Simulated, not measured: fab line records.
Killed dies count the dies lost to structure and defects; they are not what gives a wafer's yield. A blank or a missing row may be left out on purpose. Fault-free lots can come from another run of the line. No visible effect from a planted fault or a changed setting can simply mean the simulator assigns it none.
fab line records	flow ritCmos
record lots=5	wafers=15	lastDay=7
route steps=202 shown SILICIDE@167 CONTACT@168 M1@184
lots untouched by any fault: they come from a run of this same line in which no faults occurred
startH: the number of hours between the record's first day and the start of the first shown wafer of the lot	waitH: how many hours have passed since the lot's step before this one	" unchanged from the row above	L1.1+2: one row covering several wafers at once	- value missing, or start not given	* or withheld: withheld	< > ~ a bound
route shown NAME@n: NAME is a module with steps in the file, n the number in the route of the first one	usual: mean/standard deviation of fault-free wafers	same: alike in all rows	chamber/n: place in a boat	sites: the reading at each site	_std_site: standard deviation across them	_edge_site: outer sites' mean less inner sites'	radiusMm: for every site, how far away it sits from the centre of the wafer	mask NAME#n: copy n	behind: the tool/chamber that last shaped the wafer	hold: reason for holding the lot/hours on hold/outcome of the hold	device: transistor that didn't switch, given as n, p or np	end of line: at the end of the route, the tests of the same wafers	where a step has no rows: the recipe by itself	killed: not the wafer's yield, but the dies lost to structure and defects at the first sort	map: the dies of a wafer, with x for killed, . for not killed, _ for no die there
set.NAME: the setting as run; set.NAME@STEP: as run at that earlier step	model.NAME: the simulator's own value behind a step, which no gauge read
lots at some steps of the route; a table a step, a row a wafer
services: a tool's chamber out of use, with start hour (startH, from the record's first day; less than 0 if before it), hours out, and reason
## steps
# step RIT_SILICIDE_RTA_06
# recipe tempC=750	timeS=10	idleTempC=25	rampUpS=5	rampDownS=10	coolToC=25	ambient=N2
# step RIT_CONTACT_CVD_00
# recipe material=SiO2	targetThkNm=400	precursor=TEOS	tempC=390	timeS=61	rfW=400
# usual heaterPowerW=316/69
lot.wafer	tool	chamber	startH	waitH	heaterPowerW
L925.2	pecvd-02	1	81.80	0.0	375
L925.4	"	2	"	"	292
L925.5	"	0	"	"	289
L931.1	pecvd-02	0	110.32	0.1	217
L931.4	"	0	"	"	241
L931.5	"	1	"	"	333
L934.1	pecvd-02	0	124.84	0.1	259
L934.3	"	1	"	"	297
L934.5	"	1	"	"	321
L940.3	pecvd-02	0	152.19	0.0	260
L940.4	"	2	"	"	247
L940.6	"	1	"	"	383
L942.1	pecvd-01	2	165.19	0.1	219
L942.3	"	1	"	"	333
L942.5	"	1	"	"	344
# step RIT_CONTACT_THK_MEAS_01
# recipe reads=SiO2_of_CONTACT_CVD_00
# usual CONTACT_TEOS_THK=400/6.4
lot.wafer	tool	chamber	startH	waitH	CONTACT_TEOS_THK[nm]
L925.2	filmMetro-01	-	81.86	0.0	398
L925.4	"	-	"	"	400
L925.5	"	-	"	"	396
L931.1	filmMetro-02	-	110.40	0.1	402
L931.4	"	-	"	"	403
L931.5	"	-	"	"	403
L934.1	filmMetro-02	-	124.89	0.0	402
L934.3	"	-	"	"	398
L934.5	"	-	"	"	409
L940.3	filmMetro-02	-	152.26	0.0	405
L940.4	"	-	"	"	407
L940.6	"	-	"	"	411
L942.1	filmMetro-02	-	165.24	0.0	391
L942.3	"	-	"	"	398
L942.5	"	-	"	"	407
# step RIT_CONTACT_HMDS_02
# recipe primeTimeS=60	primeTempC=140
# step RIT_CONTACT_COAT_03
# recipe resist=NOVOLAK	spinRpm=3250	resistThkNm=1000
# step RIT_CONTACT_SOFTBAKE_04
# recipe resist=NOVOLAK	tempC=90	timeS=60
# step RIT_CONTACT_EXPOSE_05
# recipe maskId=M11	na=0.6	sourceShape=conventional	sigmaOuter=0.5	targetCdNm=1000	doseMj=250
# step RIT_CONTACT_PEB_06
# recipe resist=NOVOLAK	tempC=withheld	timeS=withheld
# step RIT_CONTACT_DEVELOP_07
# recipe resist=NOVOLAK	developTimeS=125.5	devTempC=23
# step RIT_CONTACT_CD_MEAS_08
# recipe targetCdNm=1000
# usual cdNm=1000.6/2.1
lot.wafer	tool	chamber	startH	waitH	cdNm
L925.2	cdSem-02	-	83.05	-	1004.0
L925.4	"	-	"	"	1002.9
L925.5	"	-	"	"	1003.1
L931.1	cdSem-02	-	111.42	-	1000.7
L931.4	"	-	"	"	999.2
L931.5	"	-	"	"	1000.8
L934.1	cdSem-02	-	126.04	-	1003.0
L934.3	"	-	"	"	1000.9
L934.5	"	-	"	"	1001.4
L940.3	cdSem-02	-	153.31	-	1003.4
L940.4	"	-	"	"	1003.2
L940.6	"	-	"	"	1001.5
L942.1	cdSem-02	-	166.50	-	1000.8
L942.3	"	-	"	"	999.9
L942.5	"	-	"	"	997.7
# step RIT_CONTACT_OVL_MEAS_09
# usual CONTACT_OVL=-0.5/1.2
lot.wafer	tool	chamber	startH	waitH	CONTACT_OVL[nm]
L925.2	overlay-02	-	83.15	0.1	-1.1
L925.4	"	-	"	"	-1.6
L925.5	"	-	"	"	0.0
L931.1	overlay-02	-	111.54	0.1	-3.4
L931.4	"	-	"	"	-1.1
L931.5	"	-	"	"	-1.5
L934.1	overlay-01	-	126.16	0.1	0.2
L934.3	"	-	"	"	0.2
L934.5	"	-	"	"	-1.1
L940.3	overlay-01	-	153.40	0.1	-1.5
L940.4	"	-	"	"	-0.1
L940.6	"	-	"	"	0.1
L942.1	overlay-01	-	166.62	0.1	-1.4
L942.3	"	-	"	"	-0.4
L942.5	"	-	"	"	-0.9
# step RIT_CONTACT_HARDBAKE_10
# recipe resist=NOVOLAK	tempC=140	timeS=60
# step RIT_CONTACT_ETCH_11
# recipe targetDepthA=4800	overEtchFrac=0.2	stopOn=TiSi2	chemistry=CHF3/CF4/Ar	target=SiO2	CHF3_flow_sccm=50	cf4FlowSccm=10	Ar_flow_sccm=100	O2_flow_sccm=5	pressureMtorr=100	rfW=200	timeS=320
# usual chamberPressureMTorr=100.01/0.09	drypumpMotorCurrentA=5.9/0.49	oesProductAu=0.989/0.01	throttleValvePct=8.80/0.1
lot.wafer	tool	chamber	startH	waitH	chamberPressureMTorr	drypumpMotorCurrentA	oesProductAu	rfHoursCounterH	throttleValvePct	model.etch.depthNm	model.CONTACT.featureDepthNm	model.NOVOLAK_of_CONTACT_COAT_03.thkNm
L925.2	rieDiel-01	1	83.33	0.1	100.10	5.4	0.987	144	8.93	397.8	397.8	766.2
L925.4	"	2	"	"	100.16	5.7	1.003	54	8.79	400.1	400.1	762.7
L925.5	"	3	"	"	100.02	5.8	0.983	-	8.77	395.9	395.9	764.3
L931.1	rieDiel-03	2	111.73	0.1	100.11	5.4	0.992	40	8.70	402.1	402.1	764.2
L931.4	"	1	"	"	99.93	6.4	0.980	-	8.90	402.6	402.6	770.7
L931.5	"	3	"	"	99.94	5.2	0.980	-	8.85	403	403	763.2
L934.1	rieDiel-03	0	126.35	0.1	100.00	6.5	0.977	73	8.91	340.9	340.9	801.7
L934.3	"	1	"	"	100.07	6.4	0.980	30	8.92	397.7	397.7	771.1
L934.5	"	1	"	"	100.00	6.4	0.981	-	8.92	409.2	409.2	771.2
L940.3	rieDiel-02	0	153.57	0.1	100.20	5.9	1.001	1	8.72	404.9	404.9	767.7
L940.4	"	2	"	"	99.93	5.4	1.005	74	8.60	407.3	407.3	768.3
L940.6	"	0	"	"	100.11	6.0	1.006	-	8.74	410.9	410.9	768.5
L942.1	rieDiel-02	1	166.81	0.1	99.85	6.4	0.986	61	8.82	390.6	390.6	762.9
L942.3	"	2	"	"	99.81	5.3	0.999	74	8.61	398.5	398.5	760.7
L942.5	"	3	"	"	99.88	6.3	0.966	-	8.72	407.1	407.1	768
# step RIT_CONTACT_STRIP_12
# recipe chemistry=O2	timeS=180	resist=NOVOLAK	platenTempC=withheld	powerW=500	pressureMtorr=4000	o2FlowSccm=4000
# usual chamberPressureMTorr=4000/3.5	drypumpMotorCurrentA=5.41/0.25	rfReflPowerW=8.3/1.5
lot.wafer	tool	chamber	startH	waitH	chamberPressureMTorr	drypumpMotorCurrentA	rfHoursCounterH	rfReflPowerW
L925.2	plasmaAsher-02	0	83.53	0.1	4002	5.59	43	9.9
L925.4	"	0	"	"	4003	5.60	-	9.9
L925.5	"	1	"	"	4001	5.43	-	8.1
L931.1	plasmaAsher-01	1	111.92	0.1	3997	5.09	32	8.4
L931.4	"	0	"	"	3996	5.83	-	9.7
L931.5	"	0	"	"	3997	5.84	-	9.7
L934.1	plasmaAsher-02	0	126.55	0.1	4002	5.59	48	9.9
L934.3	"	1	"	"	3991	5.42	-	8.2
L934.5	"	0	"	"	4003	5.58	-	10.1
L940.3	plasmaAsher-02	1	153.83	0.2	3994	5.43	-	8.2
L940.4	"	0	"	"	4005	5.60	-	9.9
L940.6	"	0	"	"	4003	5.59	-	9.9
L942.1	plasmaAsher-01	1	167.00	0.1	4009	5.09	38	8.3
L942.3	"	1	"	"	4007	5.09	-	8.3
L942.5	"	1	"	"	4005	5.08	-	8.3
# step RIT_CONTACT_CD_MEAS_90
# recipe targetCdNm=1000
# usual cdNm=1000.5/2.1
lot.wafer	tool	chamber	startH	waitH	cdNm
L925.2	cdSem-02	-	83.72	0.1	1004.1
L925.4	"	-	"	"	1002.7
L925.5	"	-	"	"	1002.8
L931.1	cdSem-01	-	112.10	0.1	999.9
L931.4	"	-	"	"	999.6
L931.5	"	-	"	"	1001.7
L934.1	cdSem-01	-	126.72	0.1	1001.5
L934.3	"	-	"	"	1000.6
L934.5	"	-	"	"	1000.9
L940.3	cdSem-01	-	153.98	0.1	1003.6
L940.4	"	-	"	"	1003.3
L940.6	"	-	"	"	1001.9
L942.1	cdSem-01	-	167.18	0.1	999.8
L942.3	"	-	"	"	999.8
L942.5	"	-	"	"	996.9
# step RIT_CONTACT_CLEAN_13
# recipe chemistry=SC1	mix=3:3:50	timeS=600	tempC=75
# step RIT_CONTACT_CLEAN_14
# recipe chemistry=SC2	mix=3:3:50	timeS=600	tempC=75	dry=n2Spin
# step RIT_M1_SPUTTER_00
# recipe material=Al	targetThkNm=400	powerW=2000	chamberPressurePa=0.4	gas=Ar	timeS=488.3	substrateTempC=25
# usual chamberPressurePa=0.3998/0.0008	throttleValvePct=29.8/1.3
lot.wafer	tool	chamber	startH	waitH	chamberPressurePa	throttleValvePct
L925.2	pvdSputter-04	-	84.17	0.0	0.3986	30.2
L925.4	"	-	"	"	0.3994	29.9
L925.5	"	-	"	"	0.4004	30.1
L931.1	pvdSputter-04	-	112.57	0.0	0.3978	31.0
L931.4	"	-	"	"	0.3998	29.9
L931.5	"	-	"	"	0.3997	30.0
L934.3	pvdSputter-02	-	127.21	0.0	0.3999	28.2
L934.5	"	-	"	"	0.4011	27.8
L940.3	pvdSputter-02	-	154.41	0.0	0.4000	28.1
L940.4	"	-	"	"	0.3994	32.1
L940.6	"	-	"	"	0.4010	31.8
L942.1	pvdSputter-03	-	167.67	0.0	0.4003	31.9
L942.3	"	-	"	"	0.3998	29.4
L942.5	"	-	"	"	0.4004	32.1
# step RIT_M1_RS_MEAS_01
# recipe thkMeasGauge=four-point-probe	reads=Al_of_M1_SPUTTER_00
# usual M1_AL_RS=0.0751/0.00098
lot.wafer	tool	chamber	startH	waitH	M1_AL_RS[ohm/sq]
L925.2	filmMetro-04	-	84.51	0.2	0.0750
L925.4	"	-	"	"	0.0746
L925.5	"	-	"	"	0.0753
L931.1	filmMetro-03	-	112.86	0.2	0.0749
L931.4	"	-	"	"	0.0745
L931.5	"	-	"	"	0.0750
L934.3	filmMetro-02	-	127.54	0.2	0.0751
L934.5	"	-	"	"	0.0753
L940.3	filmMetro-03	-	154.75	0.2	0.0738
L940.4	"	-	"	"	0.0744
L940.6	"	-	"	"	0.0742
L942.1	filmMetro-02	-	167.96	0.2	0.0760
L942.3	"	-	"	"	0.0757
L942.5	"	-	"	"	0.0763
# step RIT_M1_THK_MEAS_02
# recipe thkMeasGauge=xrf	reads=Al_of_M1_SPUTTER_00
# usual M1_AL_THK=384/4.9
lot.wafer	tool	chamber	startH	waitH	M1_AL_THK[nm]
L925.2	filmMetro-04	-	84.62	0.1	384
L925.4	"	-	"	"	386
L925.5	"	-	"	"	382
L931.1	filmMetro-03	-	112.98	0.1	386
L931.4	"	-	"	"	387
L931.5	"	-	"	"	384
L934.3	filmMetro-02	-	127.64	0.1	385
L934.5	"	-	"	"	384
L940.3	filmMetro-03	-	154.85	0.1	389
L940.4	"	-	"	"	386
L940.6	"	-	"	"	386
L942.1	filmMetro-02	-	168.08	0.1	380
L942.3	"	-	"	"	378
L942.5	"	-	"	"	379
# step RIT_M1_HMDS_03
# recipe primeTimeS=60	primeTempC=140
# step RIT_M1_COAT_04
# recipe resist=NOVOLAK	spinRpm=2000	resistThkNm=1300
# step RIT_M1_SOFTBAKE_05
# recipe resist=NOVOLAK	tempC=90	timeS=60
# step RIT_M1_EXPOSE_06
# recipe maskId=M12	na=0.6	sourceShape=conventional	sigmaOuter=0.5	targetCdNm=2600	doseMj=250
# step RIT_M1_PEB_07
# recipe resist=NOVOLAK	tempC=withheld	timeS=withheld
# step RIT_M1_DEVELOP_08
# recipe resist=NOVOLAK	developTimeS=70.99	devTempC=23
# step RIT_M1_CD_MEAS_09
# recipe targetCdNm=2600
# usual cdNm=2600.4/2.1
lot.wafer	tool	chamber	startH	waitH	cdNm
L925.2	cdSem-01	-	85.57	-	2601.8
L925.4	"	-	"	"	2602.7
L925.5	"	-	"	"	2600.9
L931.1	cdSem-02	-	113.92	-	2596.6
L931.4	"	-	"	"	2599.1
L931.5	"	-	"	"	2600.2
L934.3	cdSem-02	-	128.77	-	2597.1
L934.5	"	-	"	"	2599.4
L940.3	cdSem-02	-	155.93	-	2598.0
L940.4	"	-	"	"	2598.4
L940.6	"	-	"	"	2600.8
L942.1	cdSem-01	-	169.14	-	2597.2
L942.3	"	-	"	"	2597.6
L942.5	"	-	"	"	2596.8
# step RIT_M1_OVL_MEAS_10
# usual M1_OVL=-0.3/1.3
lot.wafer	tool	chamber	startH	waitH	M1_OVL[nm]
L925.2	overlay-01	-	85.68	0.1	-1.3
L925.4	"	-	"	"	-0.3
L925.5	"	-	"	"	-0.6
L931.1	overlay-01	-	114.04	0.1	-0.4
L931.4	"	-	"	"	0.5
L931.5	"	-	"	"	-0.3
L934.3	overlay-01	-	128.86	0.1	0.6
L934.5	"	-	"	"	1.2
L940.3	overlay-01	-	156.02	0.1	-2.5
L940.4	"	-	"	"	-0.8
L940.6	"	-	"	"	-2.1
L942.1	overlay-01	-	169.26	0.1	2.3
L942.3	"	-	"	"	1.6
L942.5	"	-	"	"	0.2
# step RIT_M1_HARDBAKE_11
# recipe resist=NOVOLAK	tempC=140	timeS=120
# step RIT_M1_METAL_ETCH_12
# recipe stopOn=SiO2	chemistry=Cl2/BCl3	target=Al	timeS=165	overEtchFrac=0.5	pressureMtorr=100	targetDepthA=6000	rfW=250	Cl2_flow_sccm=60	bcl3FlowSccm=50
# usual chamberPressureMTorr=100.01/0.092	drypumpMotorCurrentA=5.7/0.48	oesProductAu=0.783/0.011	throttleValvePct=8.25/0.087
lot.wafer	tool	chamber	startH	waitH	chamberPressureMTorr	drypumpMotorCurrentA	oesProductAu	rfHoursCounterH	throttleValvePct
L925.2	rieMetal-01	0	85.96	0.2	99.86	5.5	0.770	4.5	8.26
L925.4	"	1	"	"	100.05	4.9	0.790	-	8.18
L925.5	"	1	"	"	100.09	4.9	0.785	-	8.17
L931.1	rieMetal-01	1	114.33	0.2	99.99	4.9	0.796	4.5	8.19
L931.4	"	0	"	"	100.01	5.5	0.779	-	8.26
L931.5	"	1	"	"	99.91	4.9	0.797	-	8.17
L934.3	rieMetal-01	0	129.20	0.2	100.08	5.5	0.777	-	8.23
L934.5	"	1	"	"	99.94	4.9	0.786	-	8.20
L940.3	rieMetal-01	1	156.35	0.2	100.03	4.9	0.795	-	8.17
L940.4	"	0	"	"	100.00	5.5	0.780	-	8.25
L940.6	"	0	"	"	100.02	5.5	0.792	-	8.24
L942.1	rieMetal-03	0	169.55	0.2	100.11	5.8	0.777	1.3	8.13
L942.3	"	0	"	"	99.91	5.8	0.772	-	8.12
L942.5	"	1	"	"	100.12	6.4	0.797	-	8.26
# step RIT_M1_STRIP_13
# recipe chemistry=nmp	resist=NOVOLAK	tempC=80	timeS=600	dry=n2Spin
# step RIT_M1_STRIP_14
# recipe chemistry=O2	timeS=180	platenTempC=withheld	powerW=500	pressureMtorr=4000	o2FlowSccm=4000
# usual chamberPressureMTorr=4000/4	drypumpMotorCurrentA=5.8/0.67	rfReflPowerW=6.8/1.4
lot.wafer	tool	chamber	startH	waitH	chamberPressureMTorr	drypumpMotorCurrentA	rfHoursCounterH	rfReflPowerW
L925.2	plasmaAsher-03	0	86.30	0.0	3997	5.2	45	6.4
L925.4	"	1	"	"	3998	5.1	-	5.2
L925.5	"	1	"	"	4003	5.1	-	5.6
L931.1	plasmaAsher-01	1	114.68	0.0	4000	5.1	32	8.1
L931.4	"	0	"	"	3996	5.8	-	9.6
L931.5	"	1	"	"	4000	5.1	-	8.2
L934.3	plasmaAsher-03	1	129.56	0.1	4000	5.1	-	5.5
L934.5	"	1	"	"	4004	5.1	-	5.4
L940.3	plasmaAsher-04	0	156.69	0.1	3997	5.8	-	7.6
L940.4	"	1	"	"	3999	6.9	-	5.1
L940.6	"	1	"	"	4006	6.9	-	5.4
L942.1	plasmaAsher-04	1	169.90	0.0	3995	6.9	55	5.4
L942.3	"	1	"	"	4001	6.9	-	5.4
L942.5	"	0	"	"	3996	5.8	-	7.6
# step RIT_M1_CD_MEAS_90
# recipe targetCdNm=2600
# usual cdNm=2601.6/2.4
lot.wafer	tool	chamber	startH	waitH	cdNm
L925.2	cdSem-01	-	86.49	0.1	2603.4
L925.4	"	-	"	"	2599.7
L925.5	"	-	"	"	2600.1
L931.1	cdSem-02	-	114.86	0.1	2596.3
L931.4	"	-	"	"	2601.1
L931.5	"	-	"	"	2600.9
L934.3	cdSem-01	-	129.72	0.1	2599.0
L934.5	"	-	"	"	2598.9
L940.3	cdSem-01	-	156.85	0.1	2598.9
L940.4	"	-	"	"	2599.7
L940.6	"	-	"	"	2602.0
L942.1	cdSem-01	-	170.08	0.1	2601.1
L942.3	"	-	"	"	2601.3
L942.5	"	-	"	"	2598.4
# step RIT_M1_ANNEAL_15
# recipe tempC=450	timeS=1800	ambient=forming_gas_H2N2
# step RIT_M1_BOW_MEAS_16
# recipe mode=bow
# usual M1_BOW=18/6.8
lot.wafer	tool	chamber	startH	waitH	M1_BOW[um]
L925.2	filmMetro-03	-	88.11	0.0	27
L925.4	"	-	"	"	16
L925.5	"	-	"	"	18
L931.1	filmMetro-04	-	116.48	0.0	21
L931.4	"	-	"	"	20
L931.5	"	-	"	"	10
L934.3	filmMetro-02	-	131.34	0.0	16
L934.5	"	-	"	"	9
L940.3	filmMetro-03	-	158.47	0.0	11
L940.4	"	-	"	"	12
L940.6	"	-	"	"	19
L942.1	filmMetro-03	-	171.70	0.0	15
L942.3	"	-	"	"	11
L942.5	"	-	"	"	15
# step RIT_M1_PROBE_99
# usual killedAtContacts=0.0/0.16	killedAtFrontEnd=7.1/2.7	killedDies=7.2/2.7	killedOnRim=1.9/1.2	killedOpen=3.5/1.9	killedShort=3.6/1.9
# same grossDies=264	killed_at_M0_to_M3=0	killed_at_M4_up=0	killedAtBackSide=0	killedAtOther=0
lot.wafer	tool	chamber	startH	waitH	killedAtContacts	killedAtFrontEnd	killedDies	killedOnRim	killedOpen	killedShort
L925.2	prober-01	-	88.26	0.1	0	6	6	1	5	1
L925.4	prober-01	-	88.36	0.2	0	6	6	2	4	2
L925.5	prober-01	-	88.41	0.2	0	8	8	2	2	6
L934.1	prober-02	-	131.42	0.1	256	8	264	70	6	2
L934.3	prober-02	-	131.52	0.2	0	6	6	1	3	3
L934.5	prober-02	-	131.62	0.2	0	6	6	1	3	3
L940.3	prober-02	-	158.65	0.2	0	7	7	5	2	5
L940.4	prober-02	-	158.70	0.2	0	6	6	1	3	2
L940.6	prober-02	-	158.80	0.2	0	3	3	1	0	3
# killed by level:class
L925.2 GATE:geometricParticle:open=3 SPACER:geometricParticle:open=2 REOX:geometricParticle:short=1
L925.4 REOX:geometricParticle:open=2 GATE:geometricParticle:short=1 GATE:geometricParticle:open=1 REOX:geometricParticle:short=1 SILICIDE:geometricParticle:open=1
L925.5 GATE:geometricParticle:short=2 REOX:geometricParticle:short=2 REOX:geometricParticle:open=2 SPACER:geometricParticle:short=1 SILICIDE:geometricParticle:short=1
L934.1 CONTACT:areaEtch=256 GATE:geometricParticle:open=4 GATE:geometricParticle:short=1 REOX:geometricParticle:open=1 SPACER:geometricParticle:open=1 SILICIDE:geometricParticle:short=1
L934.3 GATE:geometricParticle:open=1 REOX:geometricParticle:open=1 REOX:geometricParticle:short=1 SPACER:geometricParticle:open=1 SPACER:geometricParticle:short=1 SILICIDE:geometricParticle:short=1
L934.5 SPACER:geometricParticle:open=2 GATE:geometricParticle:short=1 REOX:geometricParticle:short=1 SPACER:geometricParticle:short=1 SILICIDE:geometricParticle:open=1
L940.3 GATE:geometricParticle:open=2 GATE:geometricParticle:short=2 REOX:geometricParticle:short=2 SPACER:geometricParticle:short=1
L940.4 REOX:geometricParticle:open=2 GATE:geometricParticle:short=1 GATE:geometricParticle:open=1 SILICIDE:geometricParticle:short=1 GATE:coatMicrobubblePrinted=1
L940.6 FOX2:geometricParticle:short=1 GATE:geometricParticle:short=1 REOX:geometricParticle:short=1
# map L934.1 (x killed, . not)
________xxxxxxx_______
_____xxxxxxxxxxxxx____
____xxxxxxxxxxxxxxx___
___xxxxxxxxxxxxxxxxx__
__xxxxxxxxxxxxxxxxxxx_
__xxxxxxxxxxxxxxxxxxx_
_xxxxxxxxxxxxxxxxxxxxx
_xxxxxxxxxxxxxxxxxxxxx
_xxxxxxxxxxxxxxxxxxxxx
_xxxxxxxxxxxxxxxxxxxxx
__xxxxxxxxxxxxxxxxxxx_
__xxxxxxxxxxxxxxxxxxx_
___xxxxxxxxxxxxxxxxx__
____xxxxxxxxxxxxxxx___
_____xxxxxxxxxxxxx____
________xxxxxxx_______
# map L931.5 (x killed, . not)
________......._______
_____.............____
____...............___
___.................__
__.....x............._
__..................._
_.....................
_.............x.......
_.......x.........x...
_.....................
__.x................._
__...x..............._
___............x....__
____..x............___
_____......x...x..____
________......._______
## services
tool	chamber	startH	hours	kind
rieDiel-03	-	57.93	0.6	repair
pvdSputter-03	-	75.46	5.1	repair
rieDiel-02	0	76.36	-	clean
rieDiel-02	0	76.36	14.8	scheduledDown
rieDiel-02	0	76.36	14.8	ventCycle
pecvd-02	-	86.49	1.0	repair
rieDiel-02	3	87.02	10.5	repair
rieMetal-03	0	93.84	10.0	repair
rieDiel-01	1	95.27	5.7	repair
rieDiel-03	0	98.90	9.8	repair
pecvd-02	2	106.14	9.6	repair
rieMetal-03	0	108.50	14.3	repair
plasmaAsher-03	-	108.75	9.0	pm
plasmaAsher-03	0	108.75	9.0	ventCycle
plasmaAsher-03	1	108.75	9.0	ventCycle
rieDiel-03	0	109.05	15.7	repair
plasmaAsher-02	-	109.58	2.8	pm
rieDiel-02	-	115.48	14.6	pm
plasmaAsher-03	0	117.75	-	clean
plasmaAsher-03	1	117.75	-	clean
pecvd-02	1	118.88	5.6	repair
pecvd-02	-	165.69	1.1	repair
plasmaAsher-03	-	166.44	2.8	pm
## key
firstSign step=RIT_M1_PROBE_99	reading=killedAtContacts	direction=up	sigmas=99+	usual=0.0	struck=256
effect step=RIT_M1_PROBE_99	reading=killedDies	direction=up	sigmas=95	usual=7.2	struck=264
modelEffect step=RIT_CONTACT_ETCH_11	value=etch.depthNm	without=402	struck=340.9
moreKillsBornAt RIT_CONTACT_ETCH_11@rieDiel-03=256
metAt RIT_CONTACT_ETCH_11
struckWafers L934.1
laterRowsLeftOut L934.1
testerLeftOut L934
fault kind=processParameterDrift	tool=rieDiel-03	chamber=0	onsetH=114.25	steps=RIT_CONTACT_ETCH_11	channel=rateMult	offset=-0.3	shape=step	endH=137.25
# testerLeftOut: of these lots the tester's yield and bins aren't shown, on N5 and GAA mostly nor the transistor test; their killed dies are dies lost to structure and defects alone, not to doping, threshold or leakage, so they don't give the yield
# laterRowsLeftOut: the simulator's readings of these wafers behind a module that went badly wrong aren't trusted and aren't shown, but for the sort
